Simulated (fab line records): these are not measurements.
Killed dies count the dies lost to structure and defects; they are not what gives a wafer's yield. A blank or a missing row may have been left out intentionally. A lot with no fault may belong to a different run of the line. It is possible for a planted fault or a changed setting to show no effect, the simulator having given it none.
A sampling plan put to the test ; flow rit cmos ; 39 faults told of in these records, all on one fab line, each judged by the records of the lots it struck
The plan is the line's own looks: the steps of the route at which a gauge or an inspection reads the wafer and doesn't change it. Where struck wafers have a number at a look and the file lists that look's usual mean and standard deviation on fault-free wafers, the look can be judged. Caught: 4 or more of those standard deviations (sigma) separate the usual mean from the mean of the struck wafers at a look after the fault's first step. On the tool: the fault's steps, tested the same way using the tool's own readings. Also counted as caught: the struck wafers showing another recipe, or a record that is empty for them alone.

THE FAULTS, as the simulator had put them in
1. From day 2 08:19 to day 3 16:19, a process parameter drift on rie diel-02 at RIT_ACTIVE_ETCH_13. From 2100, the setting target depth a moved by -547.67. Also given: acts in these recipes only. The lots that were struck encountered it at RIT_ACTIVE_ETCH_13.
2. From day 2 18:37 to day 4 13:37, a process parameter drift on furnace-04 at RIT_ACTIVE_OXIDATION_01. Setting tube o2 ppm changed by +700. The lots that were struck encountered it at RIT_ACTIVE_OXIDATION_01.
3. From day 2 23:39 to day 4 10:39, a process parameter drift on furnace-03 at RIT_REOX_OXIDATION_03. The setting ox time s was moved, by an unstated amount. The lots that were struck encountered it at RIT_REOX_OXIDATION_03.
4. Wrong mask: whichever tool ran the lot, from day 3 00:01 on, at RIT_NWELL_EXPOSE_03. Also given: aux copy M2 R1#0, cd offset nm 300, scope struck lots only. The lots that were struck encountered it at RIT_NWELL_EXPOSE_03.
5. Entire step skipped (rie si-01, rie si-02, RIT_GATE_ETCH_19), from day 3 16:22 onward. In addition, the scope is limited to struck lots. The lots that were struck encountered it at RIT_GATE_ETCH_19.
6. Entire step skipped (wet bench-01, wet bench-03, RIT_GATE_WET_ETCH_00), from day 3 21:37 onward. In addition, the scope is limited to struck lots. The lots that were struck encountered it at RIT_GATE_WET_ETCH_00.
7. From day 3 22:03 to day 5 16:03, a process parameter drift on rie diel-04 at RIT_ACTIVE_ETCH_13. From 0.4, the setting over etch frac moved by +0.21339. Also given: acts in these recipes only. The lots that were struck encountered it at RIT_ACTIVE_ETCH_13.
8. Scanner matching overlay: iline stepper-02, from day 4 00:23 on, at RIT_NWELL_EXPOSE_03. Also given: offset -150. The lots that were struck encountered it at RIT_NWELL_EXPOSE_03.
9. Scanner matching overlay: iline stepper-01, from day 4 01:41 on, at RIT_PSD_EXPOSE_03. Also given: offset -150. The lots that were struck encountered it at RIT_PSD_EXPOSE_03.
10. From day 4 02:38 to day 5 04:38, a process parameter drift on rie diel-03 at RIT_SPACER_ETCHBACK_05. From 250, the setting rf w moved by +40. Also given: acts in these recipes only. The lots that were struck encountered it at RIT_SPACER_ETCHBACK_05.
11. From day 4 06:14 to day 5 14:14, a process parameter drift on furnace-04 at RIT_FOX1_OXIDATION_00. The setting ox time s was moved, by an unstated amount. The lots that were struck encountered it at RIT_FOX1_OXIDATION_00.
12. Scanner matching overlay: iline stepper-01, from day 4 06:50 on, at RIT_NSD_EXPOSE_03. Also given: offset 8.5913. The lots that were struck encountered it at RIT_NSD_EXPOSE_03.
13. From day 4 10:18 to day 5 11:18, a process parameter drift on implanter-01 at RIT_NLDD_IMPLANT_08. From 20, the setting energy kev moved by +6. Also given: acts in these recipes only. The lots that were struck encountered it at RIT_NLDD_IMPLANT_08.
14. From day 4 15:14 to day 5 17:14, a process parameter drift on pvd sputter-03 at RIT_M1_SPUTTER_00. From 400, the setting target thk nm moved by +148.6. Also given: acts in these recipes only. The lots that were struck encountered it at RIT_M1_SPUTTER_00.
15. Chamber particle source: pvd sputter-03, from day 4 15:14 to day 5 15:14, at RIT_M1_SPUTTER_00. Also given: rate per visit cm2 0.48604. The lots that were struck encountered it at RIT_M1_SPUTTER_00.
16. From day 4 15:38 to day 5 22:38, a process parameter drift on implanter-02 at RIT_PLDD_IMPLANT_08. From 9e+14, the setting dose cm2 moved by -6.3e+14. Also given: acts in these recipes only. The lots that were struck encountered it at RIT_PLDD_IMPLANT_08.
17. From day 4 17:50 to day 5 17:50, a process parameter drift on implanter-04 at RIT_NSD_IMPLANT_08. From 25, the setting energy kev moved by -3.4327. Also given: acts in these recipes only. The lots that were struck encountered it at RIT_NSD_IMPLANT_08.
18. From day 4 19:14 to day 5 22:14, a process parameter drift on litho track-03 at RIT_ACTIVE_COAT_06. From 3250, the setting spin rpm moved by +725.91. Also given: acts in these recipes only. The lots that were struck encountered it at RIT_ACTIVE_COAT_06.
19. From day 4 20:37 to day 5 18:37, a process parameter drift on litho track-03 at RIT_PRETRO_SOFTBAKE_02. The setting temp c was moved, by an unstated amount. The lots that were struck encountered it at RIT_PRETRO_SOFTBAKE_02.
20. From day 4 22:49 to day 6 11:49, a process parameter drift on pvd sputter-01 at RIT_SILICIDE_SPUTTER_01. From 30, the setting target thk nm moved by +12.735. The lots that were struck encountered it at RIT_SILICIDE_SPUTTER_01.
21. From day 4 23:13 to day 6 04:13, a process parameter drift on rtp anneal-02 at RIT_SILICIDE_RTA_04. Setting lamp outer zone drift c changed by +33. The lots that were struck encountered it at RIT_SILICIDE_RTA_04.
22. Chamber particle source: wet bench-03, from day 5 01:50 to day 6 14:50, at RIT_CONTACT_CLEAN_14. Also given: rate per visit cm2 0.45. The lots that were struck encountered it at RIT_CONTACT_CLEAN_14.
23. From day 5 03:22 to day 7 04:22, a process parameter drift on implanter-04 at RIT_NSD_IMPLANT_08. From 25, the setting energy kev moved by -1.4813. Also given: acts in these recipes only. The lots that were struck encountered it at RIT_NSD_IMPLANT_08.
24. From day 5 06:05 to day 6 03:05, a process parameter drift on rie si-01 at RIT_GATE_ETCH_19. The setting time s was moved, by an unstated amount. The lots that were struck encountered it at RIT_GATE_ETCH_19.
25. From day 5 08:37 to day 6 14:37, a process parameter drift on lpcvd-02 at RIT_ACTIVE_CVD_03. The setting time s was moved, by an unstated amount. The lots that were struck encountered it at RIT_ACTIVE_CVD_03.
26. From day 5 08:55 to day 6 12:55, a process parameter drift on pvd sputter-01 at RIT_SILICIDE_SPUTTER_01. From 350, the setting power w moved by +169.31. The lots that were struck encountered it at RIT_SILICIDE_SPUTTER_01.
27. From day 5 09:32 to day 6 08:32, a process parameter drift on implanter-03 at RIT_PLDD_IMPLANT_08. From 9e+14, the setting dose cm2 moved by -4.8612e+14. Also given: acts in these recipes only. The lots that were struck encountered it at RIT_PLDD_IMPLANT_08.
28. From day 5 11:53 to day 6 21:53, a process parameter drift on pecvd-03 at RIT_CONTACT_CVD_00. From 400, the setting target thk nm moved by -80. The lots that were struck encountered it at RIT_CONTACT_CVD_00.
29. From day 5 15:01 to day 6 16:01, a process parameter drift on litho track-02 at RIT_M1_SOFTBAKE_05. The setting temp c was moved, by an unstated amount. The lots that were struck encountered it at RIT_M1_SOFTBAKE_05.
30. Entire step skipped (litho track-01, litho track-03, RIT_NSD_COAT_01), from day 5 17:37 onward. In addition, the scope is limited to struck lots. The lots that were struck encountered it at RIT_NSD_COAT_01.
31. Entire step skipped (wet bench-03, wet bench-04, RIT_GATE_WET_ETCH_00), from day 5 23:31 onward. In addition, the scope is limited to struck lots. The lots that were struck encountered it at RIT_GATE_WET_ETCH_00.
32. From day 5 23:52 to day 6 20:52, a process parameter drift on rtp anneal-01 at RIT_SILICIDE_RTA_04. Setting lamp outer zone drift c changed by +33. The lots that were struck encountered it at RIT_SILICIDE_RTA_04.
33. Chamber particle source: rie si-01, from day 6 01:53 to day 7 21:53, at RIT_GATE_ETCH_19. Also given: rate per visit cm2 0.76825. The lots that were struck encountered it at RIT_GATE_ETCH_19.
34. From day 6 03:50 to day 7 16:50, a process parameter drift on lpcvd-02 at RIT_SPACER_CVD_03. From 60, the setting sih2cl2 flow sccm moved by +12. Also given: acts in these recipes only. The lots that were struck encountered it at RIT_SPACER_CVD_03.
35. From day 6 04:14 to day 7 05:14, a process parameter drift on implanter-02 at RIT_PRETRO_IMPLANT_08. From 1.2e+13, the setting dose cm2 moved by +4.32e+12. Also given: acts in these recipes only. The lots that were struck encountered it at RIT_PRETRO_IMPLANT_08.
36. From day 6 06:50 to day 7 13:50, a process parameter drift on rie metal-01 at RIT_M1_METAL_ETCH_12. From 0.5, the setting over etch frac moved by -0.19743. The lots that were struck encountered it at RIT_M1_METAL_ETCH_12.
37. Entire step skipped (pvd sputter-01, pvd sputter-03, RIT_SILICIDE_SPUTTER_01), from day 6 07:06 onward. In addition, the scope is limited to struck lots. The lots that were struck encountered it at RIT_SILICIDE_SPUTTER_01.
38. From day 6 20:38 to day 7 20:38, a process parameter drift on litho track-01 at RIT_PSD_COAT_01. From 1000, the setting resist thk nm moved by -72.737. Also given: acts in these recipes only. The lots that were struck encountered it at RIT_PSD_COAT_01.
39. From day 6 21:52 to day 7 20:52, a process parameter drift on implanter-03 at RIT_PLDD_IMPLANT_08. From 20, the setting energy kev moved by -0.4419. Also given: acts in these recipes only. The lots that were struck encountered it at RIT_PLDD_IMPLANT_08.

WHAT THE PLAN SAW
fault;on the tool itself;first look that catches it;reading, sigma;median hours from its first step to that look;hours from the fault's start to the first struck lot there;judged looks passed uncaught
1;oes product au +10 sigma;no look after it can be judged;-;-;-;0
2;no reading that can be judged;RIT_ACTIVE_THK_MEAS_02;ACTIVE_OXIDE_THK +4.9;1.9;15;0
3;under 2 sigma;RIT_REOX_THK_MEAS_04;REOX_OXIDE_THK +7.3;2.5;8;0
4;under 2 sigma;not the one look that can be judged after it;-;-;-;1
5;the tool's record is blank for the struck wafers;no look after it can be judged;-;-;-;0
6;the tool's record is blank for the struck wafers;RIT_FOX2_THK_MEAS_91;FIELD_OXIDE_LEFT_2_THK +7.6;0.4;2;0
7;oes product au -4.5 sigma;none of the 4 looks that can be judged after it;-;-;-;4
8;no reading that can be judged;RIT_NWELL_OVL_MEAS_06;NWELL_OVL -99 or beyond;0.4;3;0
9;under 2 sigma;RIT_PSD_OVL_MEAS_06;PSD_OVL -99 or beyond;0.4;4;0
10;rf fwd power W +51 sigma;none of the 7 looks that can be judged after it;-;-;-;7
11;under 2 sigma;RIT_FOX1_THK_MEAS_01;FOX1_OXIDE_THK -7.9;1.3;4;0
12;under 2 sigma;RIT_NSD_OVL_MEAS_06;NSD_OVL +5.2;0.4;4;0
13;beam energy keV +99 or beyond sigma;RIT_NLDD_TW_MEAS_10;NLDD_TW +14;0.3;5;0
14;under 2 sigma;RIT_M1_RS_MEAS_01;M1_AL_RS -26;0.3;6;0
15;under 2 sigma;not the one look that can be judged after it;-;-;-;1
16;dose ions cm2 -99 or beyond sigma;RIT_PLDD_TW_MEAS_10;PLDD_TW -55;0.3;5;0
17;beam energy keV -99 or beyond sigma;RIT_NSD_TW_MEAS_10;NSD_TW -6.5;0.3;3;0
18;spin speed rpm +99 or beyond sigma;RIT_ACTIVE_CD_MEAS_11;cd nm -4.2;0.8;3;0
19;heater power total W +21 sigma;not the one look that can be judged after it;-;-;-;1
20;under 2 sigma;RIT_SILICIDE_RS_MEAS_02;SILICIDE_TI_RS -31;0.2;6;0
21;under 2 sigma;none of the 8 looks that can be judged after it;-;-;-;8
22;under 2 sigma;no look after it can be judged;-;-;-;0
23;beam energy keV -99 or beyond sigma;not the one look that can be judged after it;strongest: NSD_TW at RIT_NSD_TW_MEAS_10, -2.5;-;-;1
24;run length s +46 sigma;no look after it can be judged;-;-;-;0
25;no reading that can be judged;RIT_ACTIVE_THK_MEAS_04;ACTIVE_NITRIDE_THK -17;1.4;9;0
26;cathode dc power W +99 or beyond sigma;RIT_SILICIDE_RS_MEAS_02;SILICIDE_TI_RS -34;0.1;5;0
27;dose ions cm2 -99 or beyond sigma;RIT_PLDD_TW_MEAS_10;PLDD_TW -37;0.3;9;0
28;under 2 sigma;RIT_CONTACT_THK_MEAS_01;CONTACT_TEOS_THK -17;0.1;7;0
29;heater power total W +31 sigma;not the one look that can be judged after it;-;-;-;1
30;the tool's record is blank for the struck wafers;RIT_PSD_TW_MEAS_10;PSD_TW +9.1;2.6;6;0
31;the tool's record is blank for the struck wafers;RIT_FOX2_THK_MEAS_91;FIELD_OXIDE_LEFT_2_THK +7.5;0.4;3;0
32;under 2 sigma;none of the 8 looks that can be judged after it;-;-;-;8
33;under 2 sigma;no look after it can be judged;-;-;-;0
34;sih2cl2 flow sccm +66 sigma;RIT_SPACER_THK_MEAS_04;SPACER_NITRIDE_THK +7.9;1.9;7;0
35;dose ions cm2 +99 or beyond sigma;RIT_PRETRO_TW_MEAS_10;PRETRO_TW +19;0.3;3;0
36;oes product au +5.1 sigma;no look after it can be judged;-;-;-;0
37;the tool's record is blank for the struck wafers;no look after it can be judged;-;-;-;0
38;under 2 sigma;not the one look that can be judged after it;-;-;-;1
39;beam energy keV -71 sigma;not the one look that can be judged after it;strongest: PLDD_RS at RIT_SDANNEAL_RS_MEAS_06, +3.4;-;-;1
A dash: the fault is not caught, or the number is missing from these records.

Caught at a look: 21 of 39. Caught on the tool: 22 of 39. By one or the other: 32 of 39.
Faults caught by the tool alone: 1, 5, 7, 10, 19, 23, 24, 29, 36, 37, 39.
Caught at a look alone: faults 2, 3, 8, 9, 11, 12, 14, 20, 25, 28.
Caught by neither: faults 4, 15, 21, 22, 32, 33, 38.

THINNER SAMPLING
In the worst case, this is how late the first struck lot would be measured if the look that catches a fault measured only every second or every third lot, by lot number:
fault;struck lots at that look, in order of time;every lot;every second lot;every third lot
2;L687;15 h;may miss it;may miss it
3;L957, L962;8 h;32 h;may miss all 2
6;L864, L865, L866;2 h;8 h;13 h
8;L357, L358, L363, L364;3 h;8 h;may miss all 4
9;L905, L908, L909, L910;4 h;21 h;29 h
11;L658, L659;4 h;9 h;may miss all 2
12;L371, L374, L375, L377;4 h;18 h;may miss all 4
13;L126, L130;5 h;may miss all 2;may miss all 2
14;L419, L421, L423;6 h;may miss all 3;26 h
16;L876, L878;5 h;may miss all 2;may miss all 2
17;L307, L308, L309;3 h;7 h;12 h
18;L722, L724;3 h;may miss all 2;may miss all 2
20;L151, L153;6 h;may miss all 2;may miss all 2
25;L878, L880, L881;9 h;24 h;may miss all 3
26;L785, L788;5 h;20 h;may miss all 2
27;L422, L423;9 h;12 h;may miss all 2
28;L662, L666;7 h;may miss all 2;may miss all 2
30;L113, L114, L115;6 h;10 h;15 h
31;L633, L634, L635;3 h;8 h;12 h
34;L553, L554, L558;7 h;13 h;34 h
35;L364, L365;3 h;7 h;may miss all 2
Hours: fault start to first struck lot measured. The test against the limit of 4 sigma pooled every struck wafer, which means one lot taken alone may stay below that limit. Other struck lots may not be in these records.

THE LONGEST TIMED WAY FROM STEP TO LOOK
Fault 30: a median of 2.6 hours passes between RIT_NSD_COAT_01 and RIT_PSD_TW_MEAS_10. No look between them can be judged.
